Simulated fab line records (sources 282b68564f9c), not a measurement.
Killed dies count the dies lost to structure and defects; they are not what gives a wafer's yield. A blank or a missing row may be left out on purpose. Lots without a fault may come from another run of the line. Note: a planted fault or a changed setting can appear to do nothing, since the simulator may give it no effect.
The tool behind it: which one? | flow rit cmos | 14 lots, 42 wafers sampled, at 3 steps of a route of 202

## WHAT EACH GAUGE READ, for each wafer
RIT_NWELL_OVL_MEAS_06. Usual: NWELL_OVL gives 0.8 nm (standard deviation 1.3).
lot  | measured    | on         | NWELL_OVL (nm) | flag
L224 | day 1 21:50 | overlay-02 | -1.3 -0.1 -2.1 |
L225 | day 2 03:05 | overlay-02 | -2.2 -0.8 -0.5 |
L226 | day 2 08:35 | overlay-02 | 0.6 0.8 1.3    |
L227 | day 2 11:12 | overlay-02 | 0.2 2.1 0.6    |
L228 | day 2 17:19 | overlay-02 | 2.8 1.4 0.6    |
L229 | day 2 21:31 | overlay-02 | -0.4 0.1 -0.3  |
L231 | day 3 11:13 | overlay-02 | -1.0 -0.4 0.9  |
L232 | day 3 15:42 | overlay-01 | -1.2 0.6 0.5   |
L233 | day 3 17:45 | overlay-01 | 3.1 2.8 3.4    |
L241 | day 5 11:16 | overlay-02 | 0.0 -0.6 -0.9  |
L243 | day 5 22:22 | overlay-01 | -1.7 -0.1 0.0  |
L244 | day 6 03:14 | overlay-01 | 1.2 2.2 -0.6   |
L245 | day 6 07:43 | overlay-01 | 1.5 3.0 2.3    |
L246 | day 6 15:47 | overlay-02 | 1.4 1.1 -0.1   |

RIT_GATE_OVL_MEAS_17. Usual: GATE_OVL gives -0.3 nm (standard deviation 1.3).
lot  | measured    | on         | GATE_OVL (nm)  | flag
L224 | day 2 18:24 | overlay-01 | -2.1 0.0 0.3   |
L225 | day 2 20:03 | overlay-02 | -2.2 0.1 -1.0  |
L226 | day 3 01:41 | overlay-01 | 0.0 -0.2 0.0   |
L227 | day 3 06:02 | overlay-01 | -1.4 -2.1 -2.0 |
L228 | day 3 09:50 | overlay-01 | -0.4 0.0 -0.9  |
L229 | day 3 14:30 | overlay-02 | 1.3 0.6 -0.2   |
L231 | day 4 03:50 | overlay-01 | 0.7 -1.6 -1.3  |
L232 | day 4 08:08 | overlay-01 | -1.5 0.1 -0.7  |
L233 | day 4 10:29 | overlay-01 | 0.1 0.1 -0.2   |
L241 | day 6 04:15 | overlay-01 | 1.2 2.3 2.1    |
L243 | day 6 18:03 | overlay-01 | -2.2 -2.5 -1.0 |
L244 | day 6 21:32 | overlay-01 | -1.3 -1.5 -0.6 |
L245 | day 7 05:58 | overlay-02 | 1.1 3.4 1.5    |
L246 | day 7 10:43 | overlay-02 | -0.3 -0.1 0.7  |

## EACH LOT AND THE TOOL THAT RAN IT (in order: tool; ch and the chambers of the sampled wafers; start)
lot  | RIT_GATE_OXIDATION_05
L224 | furnace-02 ch 0, day 2 13:03
L225 | furnace-02 ch 0, day 2 15:41
L226 | furnace-02 ch 0, day 2 20:01
L227 | furnace-03 ch 0, day 3 00:50
L228 | furnace-03 ch 0, day 3 05:01
L229 | furnace-03 ch 0, day 3 10:20
L231 | furnace-03 ch 0, day 3 23:47
L232 | furnace-02 ch 0, day 4 03:41
L233 | furnace-01 ch 0, day 4 05:18
L241 | furnace-01 ch 0, day 6 00:01
L243 | furnace-03 ch 0, day 6 13:26
L244 | furnace-02 ch 0, day 6 17:23
L245 | furnace-02 ch 0, day 6 21:34
L246 | furnace-03 ch 0, day 7 06:18
- RIT_GATE_OXIDATION_05: target thk 3 nm, ox time 270 s.

## AS READ BY THE TOOLS THEMSELVES (means over the sampled wafers that have a number; for cases with no such wafer, the mark the record gives instead)
RIT_GATE_OXIDATION_05. Usual: spike tc centre C 901.7 C, standard deviation 1.2; spike tc source C 924.3 C, standard deviation 1.2; tube center temp C 899.99 C, standard deviation 0.08; tube_center_temp_C_max 902.3, standard deviation 0.39.
lot  | tool       | spike tc centre C (C) | spike tc source C (C) | tube center temp C (C) | tube_center_temp_C_max | flag
L224 | furnace-02 | 900.7                 | 923.0                 | 900.01                 | 902.5                  |
L225 | furnace-02 | 900.8                 | 923.9                 | 899.97                 | 902.6                  |
L226 | furnace-02 | 899.9                 | 923.6                 | 900.03                 | 902.4                  |
L227 | furnace-03 | 901.6                 | 925.1                 | 900.13                 | 902.5                  |
L228 | furnace-03 | 902.7                 | 925.1                 | 899.99                 | 902.2                  |
L229 | furnace-03 | 897.1                 | 920.1                 | 894.95                 | 897.3                  | OFF
L231 | furnace-03 | 897.3                 | 920.0                 | 895.03                 | 897.2                  | OFF
L232 | furnace-02 | 901.0                 | 923.3                 | 899.94                 | 902.3                  |
L233 | furnace-01 | 902.3                 | 922.6                 | 900.05                 | 902.3                  |
L241 | furnace-01 | 902.8                 | 924.2                 | 899.95                 | 902.3                  |
L243 | furnace-03 | 901.8                 | 926.1                 | 899.97                 | 902.0                  |
L244 | furnace-02 | 899.7                 | 923.6                 | 899.97                 | 902.2                  |
L245 | furnace-02 | 901.0                 | 923.6                 | 900.06                 | 902.7                  |
L246 | furnace-03 | 901.7                 | 924.5                 | 899.95                 | 902.0                  |

## THE ANSWER, worked out from the rows above alone
Rule: take the mean of a lot's wafers that have a number; if it is more than 3 standard deviations from the usual mean, the lot is off. A lot without any number at a reading at which 4 lots or more have one is off too. Where the step has rows for the other lots, those lots are counted as sound. Order of review: gauges by route order, followed by the tools' own readings, for which a lot's mean as printed above is used. At the first step where some lot is off, the reading lying furthest off is the one used; lots without a number count as furthest.
Off: L229, L231, at RIT_GATE_OXIDATION_05 (tube center temp C).
A tool fits if, at that step or a process step before it, it ran every lot that is off, and no sound lot after the first of them. Not one of the candidates tried fits.

## WHAT THE SIMULATOR PUT IN
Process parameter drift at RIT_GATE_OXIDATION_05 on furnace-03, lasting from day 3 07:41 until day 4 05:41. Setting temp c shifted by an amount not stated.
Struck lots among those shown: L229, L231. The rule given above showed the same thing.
